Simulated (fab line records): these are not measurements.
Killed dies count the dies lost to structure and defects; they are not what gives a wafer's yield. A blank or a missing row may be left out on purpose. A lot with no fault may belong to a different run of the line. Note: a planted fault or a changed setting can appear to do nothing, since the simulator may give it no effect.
Which of the tools did it?    flow berkeley_cmos170    14 lots, 42 wafers sampled, at 3 steps of a route of 331

## WHAT THE GAUGES READ, wafer by wafer
UCB170_M3_RS_MEAS_02: measures by four-point-probe. Usual: for M3_AL_RS the level is 0.0319 ohm/sq and the standard deviation is 0.0004.
lot   measured      on             M3_AL_RS (ohm/sq)     flag
L900  day 8 06:33   film_metro-03  0.0324 0.0322 0.0318  
L902  day 9 05:01   film_metro-04  0.0321 0.0320 0.0329  
L905  day 9 09:28   film_metro-04  0.0320 0.0314 0.0317  
L903  day 9 10:12   film_metro-03  0.0317 0.0318 0.0312  
L904  day 9 10:47   film_metro-02  0.0325 0.0320 0.0317  
L906  day 10 05:48  film_metro-02  0.0321 0.0317 0.0322  
L908  day 10 15:57  film_metro-04  0.0332 0.0329 0.0323  
L910  day 10 16:17  film_metro-04  0.0311 0.0323 0.0313  
L912  day 11 07:29  film_metro-04  0.0331 0.0332 0.0329  
L916  day 11 22:40  film_metro-04  0.0321 0.0319 0.0323  
L922  day 12 19:22  film_metro-03  0.0324 0.0318 0.0326  
L919  day 12 20:34  film_metro-04  0.0324 0.0317 0.0319  
L920  day 13 01:02  film_metro-03  0.0316 0.0315 0.0317  
L923  day 13 17:51  film_metro-04  0.0311 0.0320 0.0320  

UCB170_M3_THK_MEAS_03: measures by xrf. Usual: for M3_AL_THK the level is 901 nm and the standard deviation is 11.
lot   measured      on             M3_AL_THK (nm)  flag
L900  day 8 06:40   film_metro-03  886 896 905     
L902  day 9 05:08   film_metro-04  893 895 872     
L905  day 9 09:35   film_metro-04  890 914 905     
L903  day 9 10:19   film_metro-03  908 908 923     
L904  day 9 10:54   film_metro-02  883 896 908     
L906  day 10 05:55  film_metro-02  894 906 889     
L908  day 10 16:04  film_metro-04  870 872 884     
L910  day 10 16:23  film_metro-04  919 884 919     
L912  day 11 07:36  film_metro-04  871 859 875     
L916  day 11 22:46  film_metro-04  898 905 888     
L922  day 12 19:29  film_metro-03  885 905 882     
L919  day 12 20:40  film_metro-04  884 898 898     
L920  day 13 01:09  film_metro-03  906 911 903     
L923  day 13 17:57  film_metro-04  926 901 896     

## EACH LOT AND THE TOOL THAT RAN IT (in order: tool; ch and the chambers of the sampled wafers; start)
lot   UCB170_M3_SPUTTER_01
L900  pvd_sputter-04, day 8 06:27
L902  pvd_sputter-04, day 9 04:56
L905  pvd_sputter-02, day 9 09:23
L903  pvd_sputter-03, day 9 10:07
L904  pvd_sputter-03, day 9 10:42
L906  pvd_sputter-02, day 10 05:43
L908  pvd_sputter-03, day 10 15:51
L910  pvd_sputter-04, day 10 16:10
L912  pvd_sputter-03, day 11 07:23
L916  pvd_sputter-02, day 11 22:32
L922  pvd_sputter-04, day 12 19:17
L919  pvd_sputter-02, day 12 20:26
L920  pvd_sputter-02, day 13 00:57
L923  pvd_sputter-02, day 13 17:43
- UCB170_M3_SPUTTER_01: material Al, target thk 900 nm, time 120 s.

## WHAT THE TOOLS THEMSELVES READ (means of the sampled wafers that have a number; where no wafer has one, the mark that the record gives instead)
UCB170_M3_SPUTTER_01. Usual: cathode_dc_power_W 6000.0 W, standard deviation 1.1; throttle_valve_pct 30.0 %, standard deviation 0.71.
lot   tool            cathode_dc_power_W (W)  throttle_valve_pct (%)  flag
L900  pvd_sputter-04  6000.3                  30.3                    
L902  pvd_sputter-04  6000.2                  30.4                    
L905  pvd_sputter-02  6000.8                  30.3                    
L903  pvd_sputter-03  6000.9                  30.2                    
L904  pvd_sputter-03  6000.6                  29.3                    
L906  pvd_sputter-02  6000.1                  30.3                    
L908  pvd_sputter-03  5771.2                  29.6                    OFF
L910  pvd_sputter-04  5998.0                  30.0                    
L912  pvd_sputter-03  5771.1                  29.6                    OFF
L916  pvd_sputter-02  5999.6                  29.9                    
L922  pvd_sputter-04  6000.7                  30.5                    
L919  pvd_sputter-02  5999.7                  30.4                    
L920  pvd_sputter-02  5999.8                  30.3                    
L923  pvd_sputter-02  6000.1                  30.5                    

## THE ANSWER, worked out from the rows above alone
Rule: a lot counts as off when the mean over its wafers that have a number is more than 3 standard deviations away from the usual mean. Also off: a lot with no number at a reading for which 4 or more lots have one. Where the step has rows for the other lots, those lots are counted as sound. The gauges are gone through in route order, then the tools' own readings, and for those a lot's mean is taken as printed above. At the first step where some lot is off, the reading lying furthest off is the one used; lots without a number count as furthest.
Off: L908, L912, at UCB170_M3_SPUTTER_01 (cathode_dc_power_W).
If a tool, at that step or one of the process steps before it, ran each lot that is off and ran no sound lot following the first of them, it fits. One candidate fits, namely pvd_sputter-03 at UCB170_M3_SPUTTER_01. Its last sound lot is L904 (day 9 10:42), its first lot that is off L908 (day 10 15:51): a fault that began between those two fits.
On the lots that are off, the tool's own readings at UCB170_M3_SPUTTER_01 differ by more than 5 times the standard deviation of the sound lots' means, which bears it out; cathode_dc_power_W reads 5771.1 W there versus 6000.1 W on the sound lots.

## WHAT THE SIMULATOR PUT IN
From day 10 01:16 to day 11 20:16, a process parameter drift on pvd_sputter-03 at UCB170_M3_SPUTTER_01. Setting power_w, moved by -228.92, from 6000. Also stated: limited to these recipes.
Shown lots that were struck: L908, L912. The same result came from the rule above.
